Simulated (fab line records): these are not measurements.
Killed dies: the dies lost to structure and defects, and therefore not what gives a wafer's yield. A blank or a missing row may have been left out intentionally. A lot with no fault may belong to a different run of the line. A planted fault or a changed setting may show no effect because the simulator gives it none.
The tool behind it: which one? + flow rit_cmos + 7 lots, 21 wafers sampled, at 2 steps of a route of 202

WHAT THE GAUGES SHOWED, per wafer
RIT_SILICIDE_RS_MEAS_02: measures by four-point-probe.
| lot  | measured    | on            | SILICIDE_TI_RS (ohm/sq) |
|------|-------------|---------------|-------------------------|
| L599 | day 3 11:55 | film_metro-03 | 48.0 47.1 48.8          |
| L601 | day 3 23:23 | film_metro-01 | 47.4 48.1 47.4          |
| L609 | day 5 16:59 | film_metro-02 | 46.3 47.5 46.8          |
| L612 | day 6 05:20 | film_metro-03 | 47.1 46.9 48.5          |
| L615 | day 6 21:13 | film_metro-02 | 47.9 47.5 48.0          |
| L617 | day 7 06:29 | film_metro-02 | 46.7 47.9 46.4          |
| L619 | day 7 16:18 | film_metro-01 | 46.6 46.7 46.2          |

WHAT TOOL EACH LOT RAN ON (gives the tool, then ch and the chambers of the sampled wafers, and finally the start)
| lot  | RIT_SILICIDE_SPUTTER_01     |
|------|-----------------------------|
| L599 | pvd_sputter-01, day 3 11:46 |
| L601 | pvd_sputter-02, day 3 23:13 |
| L609 | pvd_sputter-02, day 5 16:47 |
| L612 | pvd_sputter-03, day 6 05:11 |
| L615 | pvd_sputter-01, day 6 21:01 |
| L617 | pvd_sputter-01, day 7 06:19 |
| L619 | pvd_sputter-01, day 7 16:05 |
- RIT_SILICIDE_SPUTTER_01: material Ti, target thk 30 nm, time 240 s.

THE ANSWER, worked out from the rows above alone
Rule: what is usual is taken from the lots themselves. Put in order of their means at a reading, lots are off if they are a third of the lots or fewer, leave a main group of 4 or more, and stand apart from it by a gap of 3 or more times the standard deviation of the main group's means; of several such gaps the widest counts. A main group whose means are all the same, to the digits that the tables above print for the reading, isn't used. Also off: a lot with no number at a reading for which 4 or more lots have one. The other lots that the step has rows for count as sound.
Nothing can be told from this: no lot is off at any reading shown.

WHAT WAS PUT IN BY THE SIMULATOR
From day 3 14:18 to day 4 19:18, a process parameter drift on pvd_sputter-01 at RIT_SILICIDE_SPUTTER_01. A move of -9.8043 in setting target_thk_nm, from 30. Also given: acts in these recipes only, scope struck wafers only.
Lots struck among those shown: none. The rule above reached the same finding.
